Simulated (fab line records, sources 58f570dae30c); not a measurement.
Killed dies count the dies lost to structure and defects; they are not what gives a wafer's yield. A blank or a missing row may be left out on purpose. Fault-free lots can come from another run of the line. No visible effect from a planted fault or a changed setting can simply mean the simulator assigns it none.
The tool behind it: which one?	flow berkeley-cmos170	Sampling: 14 lots, 42 wafers, 6 of 331 route steps

== WHAT THE GAUGES SHOWED, per wafer ==
UCB170_SACOX_THK_MEAS_02. Usual: SACOX_OXIDE_THK typically reads 14.4 nm, with standard deviation 0.33.
lot	measured	on	SACOX_OXIDE_THK (nm)	flag
L389	day 5 18:05	film-metro-03	14.6 14.7 14.8	
L387	day 5 18:05	film-metro-02	14.7 14.4 14.6	
L388	day 6 06:58	film-metro-03	14.5 14.6 14.7	
L390	day 6 06:59	film-metro-01	14.9 14.9 14.9	
L391	day 6 17:28	film-metro-03	14.8 14.9 14.6	
L395	day 7 09:30	film-metro-03	14.6 14.5 14.6	
L394	day 7 09:31	film-metro-02	14.3 14.4 14.2	
L397	day 7 20:56	film-metro-03	14.1 14.0 13.9	
L398	day 7 20:56	film-metro-02	14.2 14.4 14.0	
L399	day 7 20:57	film-metro-01	14.1 14.2 14.1	
L396	day 7 21:00	film-metro-03	14.3 14.6 14.5	
L408	day 9 08:00	film-metro-01	14.4 14.7 14.7	
L407	day 9 08:03	film-metro-01	14.3 14.5 14.3	
L410	day 9 22:47	film-metro-01	14.1 13.9 13.9	

UCB170_GATE_OVL_MEAS_13. Usual: GATE_OVL typically reads -1 nm, with standard deviation 5.2.
lot	measured	on	GATE_OVL (nm)	flag
L389	day 6 17:34	overlay-02	2 2 -5	
L387	day 6 17:17	overlay-02	4 2 9	
L388	day 7 06:37	overlay-01	3 7 3	
L390	day 7 06:14	overlay-01	2 -1 10	
L391	day 7 19:16	overlay-01	-11 -3 -1	
L395	day 8 11:02	overlay-01	-2 -8 -5	
L394	day 8 11:03	overlay-02	4 7 2	
L397	day 8 21:51	overlay-01	-6 -1 -4	
L398	day 8 21:44	overlay-02	0 7 2	
L399	day 8 21:33	overlay-01	-9 -5 -4	
L396	day 8 22:07	overlay-01	1 0 -4	
L408	day 10 15:16	overlay-01	0 0 -4	
L407	day 10 15:08	overlay-02	-5 0 -6	
L410	day 10 20:14	overlay-02	1 5 2	

UCB170_SDANNEAL_RS_MEAS_04: the measuring method here is four-point-probe. Usual: PLDD_RS typically reads 1033.4 ohm/sq, with standard deviation 2.4.
lot	measured	on	PLDD_RS (ohm/sq)	flag
L389	day 7 08:55	film-metro-04	1031.9 1032.5 1035.9	
L387	day 7 07:33	film-metro-01	1035.1 1031.6 1033.9	
L388	day 7 22:05	film-metro-03	1031.3 1027.1 1031.9	
L390	day 7 21:45	film-metro-04	1034.1 1033.3 1033.4	
L391	day 8 10:34	film-metro-03	1038.6 1034.5 1036.5	
L395	day 9 05:10	film-metro-04	973.9 974.5 974.7	OFF
L394	day 9 05:13	film-metro-01	975.5 975.3 977.2	OFF
L397	day 9 20:26	film-metro-01	1039.0 1035.8 1034.5	
L398	day 9 19:57	film-metro-03	1033.4 1033.5 1033.1	
L399	day 9 19:59	film-metro-01	1034.0 1033.9 1037.6	
L396	day 9 20:12	film-metro-04	1034.7 1034.3 1032.9	
L408	day 11 15:40	film-metro-04	1034.8 1034.9 1033.6	
L407	day 11 12:44	film-metro-01	1033.9 1032.6 1037.4	
L410	day 11 15:49	film-metro-01	1032.9 1031.4 1034.5	

UCB170_SDANNEAL_RS_MEAS_05: the measuring method here is four-point-probe. Usual: NLDD_RS typically reads 617.1 ohm/sq, with standard deviation 1.2.
lot	measured	on	NLDD_RS (ohm/sq)	flag
L389	day 7 09:02	film-metro-04	615.9 616.9 616.1	
L387	day 7 07:40	film-metro-01	617.1 617.7 618.2	
L388	day 7 22:12	film-metro-03	618.4 618.2 619.0	
L390	day 7 21:52	film-metro-04	616.9 618.1 616.8	
L391	day 8 10:41	film-metro-03	614.0 616.6 615.6	
L395	day 9 05:17	film-metro-04	611.0 612.5 609.3	OFF
L394	day 9 05:20	film-metro-01	609.5 610.6 609.3	OFF
L397	day 9 20:33	film-metro-01	618.0 619.3 618.1	
L398	day 9 20:04	film-metro-03	617.1 615.3 616.7	
L399	day 9 20:07	film-metro-01	618.5 617.5 617.6	
L396	day 9 20:19	film-metro-04	618.8 616.3 617.7	
L408	day 11 15:47	film-metro-04	616.9 617.1 616.9	
L407	day 11 12:52	film-metro-01	615.8 614.8 615.3	
L410	day 11 15:56	film-metro-01	617.4 616.1 617.2	

== WHICH TOOL RAN EACH LOT (tool, then ch and the chambers of the sampled wafers, then the start) ==
lot	UCB170_SPACER_ANNEAL_02	UCB170_BACKSIDE_STRIP_03
L389	furnace-01 ch 0, day 7 00:33	plasma-asher-04 ch 0,1, day 7 08:16
L387	furnace-01 ch 0, day 7 00:33	plasma-asher-04 ch 0,1, day 7 06:49
L388	furnace-03 ch 0, day 7 14:35	plasma-asher-03 ch 0,1, day 7 21:25
L390	furnace-03 ch 0, day 7 14:35	plasma-asher-01 ch 0,1, day 7 21:05
L391	furnace-04 ch 0, day 8 01:49	plasma-asher-01 ch 0,1, day 8 09:56
L395	furnace-04 ch 0, day 8 21:46	plasma-asher-04 ch 0,1, day 9 04:21
L394	furnace-04 ch 0, day 8 21:46	plasma-asher-03 ch 0,1, day 9 04:23
L397	furnace-03 ch 0, day 9 10:25	plasma-asher-03 ch 0,1, day 9 19:35
L398	furnace-03 ch 0, day 9 10:25	plasma-asher-04 ch 0,1, day 9 19:08
L399	furnace-03 ch 0, day 9 10:25	plasma-asher-03 ch 0,1, day 9 19:10
L396	furnace-03 ch 0, day 9 10:25	plasma-asher-01 ch 0, day 9 19:29
L408	furnace-03 ch 0, day 11 04:42	plasma-asher-04 ch 0,1, day 11 15:01
L407	furnace-03 ch 0, day 11 04:42	plasma-asher-04 ch 1, day 11 12:00
L410	furnace-03 ch 0, day 11 04:42	plasma-asher-04 ch 0,1, day 11 15:05
- UCB170_SPACER_ANNEAL_02: time 1800 s.
- UCB170_BACKSIDE_STRIP_03: strips in O2.

== AS READ BY THE TOOLS THEMSELVES (means over the sampled wafers that have a number; for cases with no such wafer, the mark the record gives instead) ==
UCB170_BACKSIDE_STRIP_03. Usual: drypump-motor-current-A 5.4 A, standard deviation 0.31; oes-product-au 0.742 a.u., standard deviation 0.0038; strip-time-to-endpoint-s 21.66 s, standard deviation 0.055.
lot	tool	drypump-motor-current-A (A)	oes-product-au (a.u.)	strip-time-to-endpoint-s (s)	flag
L389	plasma-asher-04	5.2	0.742	21.68	
L387	plasma-asher-04	5.1	0.742	21.63	
L388	plasma-asher-03	5.6	0.744	21.69	
L390	plasma-asher-01	5.4	0.744	21.65	
L391	plasma-asher-01	5.5	0.740	21.59	
L395	plasma-asher-04	5.2	0.735	21.60	
L394	plasma-asher-03	5.6	0.744	21.66	
L397	plasma-asher-03	5.7	0.738	21.60	
L398	plasma-asher-04	5.1	0.743	21.76	
L399	plasma-asher-03	5.6	0.740	21.68	
L396	plasma-asher-01	5.9	0.743	21.68	
L408	plasma-asher-04	5.1	0.740	21.61	
L407	plasma-asher-04	5.0	0.741	21.63	
L410	plasma-asher-04	5.2	0.740	21.76	

== THE ANSWER, worked out from the rows above alone ==
Rule: a lot is off if the mean of its wafers that have a number lies more than 3 standard deviations from the usual mean. A lot without any number at a reading at which 4 lots or more have one is off too. Any other lot the step has rows for is counted as sound. After the gauges, taken in route order, come the tools' own readings; for these a lot's mean is taken, as printed above. The first step at which some lot is off is used, and at that step the reading that is off furthest; a lot without a number counts as furthest.
Off: L395, L394, at UCB170_SDANNEAL_RS_MEAS_04 (PLDD_RS).
If a tool, at a process step before that reading, ran all the lots that are off and no sound lot after the first of them, it fits. Those tools and the gauges at UCB170_SDANNEAL_RS_MEAS_04 are tried in the same way. One candidate fits, namely furnace-04 at UCB170_SPACER_ANNEAL_02. Its last sound lot is L391 (day 8 01:49), its first lot that is off L394 (day 8 21:46): a fault that began between those two fits.

== WHAT THE SIMULATOR HAD INSERTED ==
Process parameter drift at UCB170_SPACER_ANNEAL_02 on furnace-04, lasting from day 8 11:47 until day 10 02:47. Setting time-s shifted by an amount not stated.
Lots struck among those shown: L395, L394. The rule above found the same.
